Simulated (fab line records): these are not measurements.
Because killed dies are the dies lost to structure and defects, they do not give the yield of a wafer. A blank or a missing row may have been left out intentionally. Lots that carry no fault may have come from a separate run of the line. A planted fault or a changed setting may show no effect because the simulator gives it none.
One fault through the eyes of 2 desks || flow rit cmos || each desk holds nothing but its own numbers, with what lay behind them at the end

AT THE METROLOGY DESK
What the gauges read for every lot (on any tool): the sampled wafers with a number, averaged. The brackets show how far a lot's mean lies from the usual mean; more than 4 standard deviations puts the lot out of limits, marked OUT.
Columns: A = cd nm at RIT_ACTIVE_CD_MEAS_11, usual 1400.0 nm
{"lot": "L706", "first seen here": "day 1 15:07", "A": 1402.4}
{"lot": "L707", "first seen here": "day 1 19:41", "A": 1401.8}
{"lot": "L708", "first seen here": "day 2 01:38", "A": 1400.5}
{"lot": "L709", "first seen here": "day 2 05:38", "A": 1396.9}
{"lot": "L710", "first seen here": "day 2 10:26", "A": 1402.8}
{"lot": "L711", "first seen here": "day 2 15:34", "A": 1400.4}
{"lot": "L712", "first seen here": "day 2 20:26", "A": 1401.1}
{"lot": "L713", "first seen here": "day 3 02:17", "A": 1397.3}
{"lot": "L714", "first seen here": "day 3 06:34", "A": 1399.6}
{"lot": "L722", "first seen here": "day 4 22:35", "A": 1391.3}
{"lot": "L724", "first seen here": "day 5 08:32", "A": "1388.3 (-4.9) OUT"}
{"lot": "L728", "first seen here": "day 6 04:34", "A": 1394.0}
This desk finds L724 out of limits, L724 being first, at day 5 08:32 (cd nm at RIT_ACTIVE_CD_MEAS_11). L706, L707, L708, L709, L710, L711, L712, L713, L714, L722, L728 stayed within limits.

DESK OF THE TOOL OWNER: litho track-03
The tool's own readings at RIT_ACTIVE_COAT_06 (resist thk 1000 nm): means of the sampled wafers that have a number, for each lot that ran on this tool. The brackets show how far a lot's mean lies from the usual mean; more than 4 standard deviations puts the lot out of limits, marked OUT.
Columns: A = dispense pressure kPa at RIT_ACTIVE_COAT_06, usual 50.2 kPa; B = spin speed rpm at RIT_ACTIVE_COAT_06, usual 3249.7 rpm
{"lot": "L706", "first seen here": "day 1 14:12", "A": 48.7, "B": 3249.1}
{"lot": "L710", "first seen here": "day 2 09:44", "A": 48.7, "B": 3252.3}
{"lot": "L722", "first seen here": "day 4 21:46", "A": 48.7, "B": "3978.4 (+99 or more) OUT"}
{"lot": "L724", "first seen here": "day 5 07:46", "A": 48.7, "B": "3974.1 (+99 or more) OUT"}
This desk finds L722, L724 out of limits, L722 being first, at day 4 21:46 (spin speed rpm at RIT_ACTIVE_COAT_06). L706, L710 stayed within limits.

PUT TOGETHER
At day 4 21:46, on L722, L724, the tool owner's desk was in a position to raise an alarm.
Metrology desk: alarm possible at day 5 08:32 on L724.
The metrology desk has L722 on record, within its limits.
On litho track-03, each named lot ran RIT_ACTIVE_COAT_06.

WHAT THE SIMULATOR HAD PUT IN
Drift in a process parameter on litho track-03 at RIT_ACTIVE_COAT_06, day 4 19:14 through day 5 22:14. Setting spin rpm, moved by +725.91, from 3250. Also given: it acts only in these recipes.
Struck lots among those shown: L722, L724.
Fault start to first reading out of limits, in hours, per desk: tool owner, 3; metrology, 13.
